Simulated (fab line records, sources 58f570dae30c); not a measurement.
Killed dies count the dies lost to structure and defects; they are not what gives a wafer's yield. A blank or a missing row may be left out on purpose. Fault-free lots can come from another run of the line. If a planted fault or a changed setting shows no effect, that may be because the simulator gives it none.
Which of the tools did it? ; flow berkeley cmos170 ; 14 lots, 42 wafers sampled, at 5 steps of a route of 331

## WHAT THE GAUGES SHOWED, per wafer
UCB170_PWELL_THK_MEAS_06. Usual: PWELL_NITRIDE_THK gives 221.0 nm (standard deviation 2).
lot;measured;on;PWELL_NITRIDE_THK (nm);flag
L237;day 3 09:35;film metro-04;222.5 221.2 222.3;
L240;day 3 23:40;film metro-01;219.5 222.1 220.4;
L242;day 4 08:01;film metro-04;220.7 221.2 222.2;
L248;day 5 09:59;film metro-01;222.6 224.6 222.4;
L249;day 5 19:01;film metro-01;220.9 223.0 221.8;
L251;day 6 16:04;film metro-01;220.2 221.0 221.6;
L253;day 6 23:54;film metro-04;222.7 221.5 221.0;
L252;day 6 23:55;film metro-01;220.9 217.9 219.0;
L254;day 6 23:56;film metro-02;221.8 223.9 222.5;
L256;day 7 22:55;film metro-01;224.4 223.0 225.9;
L257;day 7 22:55;film metro-02;221.6 220.5 221.2;
L258;day 8 05:48;film metro-04;221.1 223.9 222.2;
L259;day 8 05:48;film metro-02;217.5 218.0 217.5;
L260;day 8 12:20;film metro-04;222.6 221.0 223.2;

UCB170_NLDD_TW_MEAS_11. Usual: NLDD_TW gives 2218 (standard deviation 20).
lot;measured;on;NLDD_TW;flag
L237;day 7 19:22;film metro-02;2244 2258 2239;
L240;day 8 06:49;film metro-03;2207 2197 2202;
L242;day 8 21:20;film metro-03;2206 2210 2202;
L248;day 9 22:18;film metro-02;30 31 30;OFF
L249;day 10 09:01;film metro-04;30 30 30;OFF
L251;day 10 23:38;film metro-03;2219 2213 2203;
L253;day 11 07:56;film metro-03;2202 2207 2195;
L252;day 11 08:25;film metro-03;2198 2194 2196;
L254;day 11 07:01;film metro-02;2243 2254 2245;
L256;day 12 01:11;film metro-03;2227 2198 2217;
L257;day 12 00:55;film metro-04;2206 2210 2211;
L258;day 12 17:13;film metro-03;2202 2206 2204;
L259;day 12 18:26;film metro-03;2202 2192 2203;
L260;day 12 22:01;film metro-04;2219 2201 2221;

## TOOL THAT RAN EACH LOT (tool first, then ch and the chambers of the sampled wafers, then the start)
lot;UCB170_GATE_ETCH_15;UCB170_PLDD_STRIP_10;UCB170_NLDD_STRIP_10
L237;rie si-02 ch 2,3, day 7 15:21;plasma asher-01 ch 0,1, day 7 17:26;plasma asher-04 ch 0,1, day 7 19:16
L240;rie si-02 ch 0,3, day 8 02:31;plasma asher-03 ch 0,1, day 8 04:23;plasma asher-02 ch 0,1, day 8 06:43
L242;rie si-01 ch 0,1,2, day 8 17:05;plasma asher-04 ch 0,1, day 8 19:04;plasma asher-04 ch 0,1, day 8 21:14
L248;rie si-01 ch 0,1,2, day 9 18:25;plasma asher-04 ch 0,1, day 9 20:34;plasma asher-04 ch 0, day 9 22:11
L249;rie si-02 ch 1,2,3, day 10 03:16;plasma asher-01 ch 0,1, day 10 05:46;plasma asher-01 ch 0,1, day 10 08:54
L251;rie si-02 ch 0,1,3, day 10 17:04;plasma asher-03 ch 0,1, day 10 21:50;plasma asher-01 ch 0,1, day 10 23:31
L253;rie si-02 ch 1,2, day 11 03:54;plasma asher-01 ch 0,1, day 11 06:13;plasma asher-01 ch 1, day 11 07:50
L252;rie si-01 ch 0,1,2, day 11 03:57;plasma asher-01 ch 0,1, day 11 06:31;plasma asher-01 ch 0,1, day 11 08:19
L254;rie si-01 ch 1,2,3, day 11 03:10;plasma asher-03 ch 1, day 11 05:13;plasma asher-02 ch 0, day 11 06:55
L256;rie si-02 ch 1,2, day 11 20:59;plasma asher-01 ch 1, day 11 23:05;plasma asher-02 ch 0,1, day 12 01:05
L257;rie si-01 ch 1,2, day 11 20:50;plasma asher-03 ch 0,1, day 11 22:50;plasma asher-01 ch 0,1, day 12 00:48
L258;rie si-01 ch 2,3, day 12 12:56;plasma asher-03 ch 0,1, day 12 15:05;plasma asher-02 ch 0,1, day 12 17:07
L259;rie si-02 ch 0,1,3, day 12 13:39;plasma asher-01 ch 0,1, day 12 15:59;plasma asher-04 ch 0,1, day 12 18:20
L260;rie si-02 ch 1,2,3, day 12 16:57;plasma asher-04 ch 0,1, day 12 19:36;plasma asher-01 ch 0,1, day 12 21:55
- UCB170_GATE_ETCH_15: etches poly-Si in HBr/Cl2, stops on SiO2, time 56.3 s, target depth 278.2 nm.
- UCB170_PLDD_STRIP_10: strips in O2.
- UCB170_NLDD_STRIP_10: strips in O2.

## WHAT THE TOOLS THEMSELVES READ (means of the sampled wafers that have a number; where no wafer has one, the mark that the record gives instead)
UCB170_GATE_ETCH_15. Usual: HBr_flow_sccm 150.1 sccm, standard deviation 0.43; drypump motor current A 5.5 A, standard deviation 0.56; oes product au 0.820 a.u., standard deviation 0.012; throttle valve pct 26.50 %, standard deviation 0.25.
lot;tool;HBr_flow_sccm (sccm);drypump motor current A (A);oes product au (a.u.);throttle valve pct (%);flag
L237;rie si-02;150.6;6.0;0.815;26.47;
L240;rie si-02;150.0;5.9;0.820;26.28;
L242;rie si-01;150.1;5.6;0.817;26.39;
L248;rie si-01;150.4;5.6;0.822;26.37;
L249;rie si-02;149.8;5.5;0.823;26.59;
L251;rie si-02;149.9;5.5;0.829;26.41;
L253;rie si-02;150.0;5.0;0.817;26.73;
L252;rie si-01;150.1;5.7;0.818;26.37;
L254;rie si-01;150.2;5.6;0.814;26.58;
L256;rie si-02;149.6;5.0;0.833;26.73;
L257;rie si-01;150.2;5.7;0.816;26.51;
L258;rie si-01;150.2;5.4;0.808;26.62;
L259;rie si-02;150.4;5.4;0.821;26.41;
L260;rie si-02;149.9;5.5;0.829;26.60;

UCB170_PLDD_STRIP_10. Usual: chamber pressure mTorr 3500.1 mTorr, standard deviation 3; drypump motor current A 5.5 A, standard deviation 0.3; oes product au 0.734 a.u., standard deviation 0.0041; strip time to endpoint s 21.63 s, standard deviation 0.055.
lot;tool;chamber pressure mTorr (mTorr);drypump motor current A (A);oes product au (a.u.);strip time to endpoint s (s);flag
L237;plasma asher-01;3498.9;5.3;0.733;21.63;
L240;plasma asher-03;3499.2;5.4;0.734;21.64;
L242;plasma asher-04;3499.4;5.5;0.735;21.65;
L248;plasma asher-04;-;-;-;-;OFF
L249;plasma asher-01;-;-;-;-;OFF
L251;plasma asher-03;3501.5;5.6;0.733;21.62;
L253;plasma asher-01;3501.6;5.3;0.733;21.63;
L252;plasma asher-01;3501.0;5.3;0.735;21.61;
L254;plasma asher-03;3499.5;5.3;0.736;21.72;
L256;plasma asher-01;3497.8;5.8;0.735;21.65;
L257;plasma asher-03;3502.4;5.6;0.734;21.62;
L258;plasma asher-03;3498.0;5.6;0.733;21.59;
L259;plasma asher-01;3499.5;5.5;0.734;21.64;
L260;plasma asher-04;3500.6;5.5;0.731;21.67;

UCB170_NLDD_STRIP_10. Usual: chamber pressure mTorr 3500 mTorr, standard deviation 3.1; drypump motor current A 5.5 A, standard deviation 0.35; oes product au 0.734 a.u., standard deviation 0.0047; strip time to endpoint s 21.64 s, standard deviation 0.057.
lot;tool;chamber pressure mTorr (mTorr);drypump motor current A (A);oes product au (a.u.);strip time to endpoint s (s);flag
L237;plasma asher-04;3502;5.6;0.733;21.65;
L240;plasma asher-02;3502;5.7;0.732;21.51;
L242;plasma asher-04;3500;5.6;0.735;21.65;
L248;plasma asher-04;3498;5.4;0.739;47.64;OFF
L249;plasma asher-01;3499;5.6;0.736;47.80;OFF
L251;plasma asher-01;3502;5.5;0.734;21.66;
L253;plasma asher-01;3497;5.8;0.733;21.67;
L252;plasma asher-01;3500;5.3;0.740;21.64;
L254;plasma asher-02;3502;5.9;0.731;21.70;
L256;plasma asher-02;3500;5.7;0.739;21.73;
L257;plasma asher-01;3503;5.3;0.732;21.55;
L258;plasma asher-02;3501;5.5;0.734;21.58;
L259;plasma asher-04;3505;5.6;0.735;21.60;
L260;plasma asher-01;3501;5.5;0.729;21.61;

## THE ANSWER, worked out from the rows above alone
Rule: a lot counts as off when the mean over its wafers that have a number is more than 3 standard deviations away from the usual mean. A lot without any number at a reading at which 4 lots or more have one is off too. All remaining lots with rows at the step are treated as sound. First the gauges in route order, then the tools' own readings, where a lot's mean is used as printed above. The first step at which some lot is off is used, and at that step the reading that is off furthest; a lot without a number counts as furthest.
Off: at UCB170_NLDD_TW_MEAS_11 (NLDD_TW), L248, L249.
A tool fits if, at a process step before that reading, it ran every lot that is off, and no sound lot after the first of them. The gauges at UCB170_NLDD_TW_MEAS_11 aren't tried: what is off there is off at UCB170_PLDD_STRIP_10 too, on other tools, and a gauge's error can't cause that. No candidate that was tried fits.

## WHAT HAD BEEN PUT IN BY THE SIMULATOR
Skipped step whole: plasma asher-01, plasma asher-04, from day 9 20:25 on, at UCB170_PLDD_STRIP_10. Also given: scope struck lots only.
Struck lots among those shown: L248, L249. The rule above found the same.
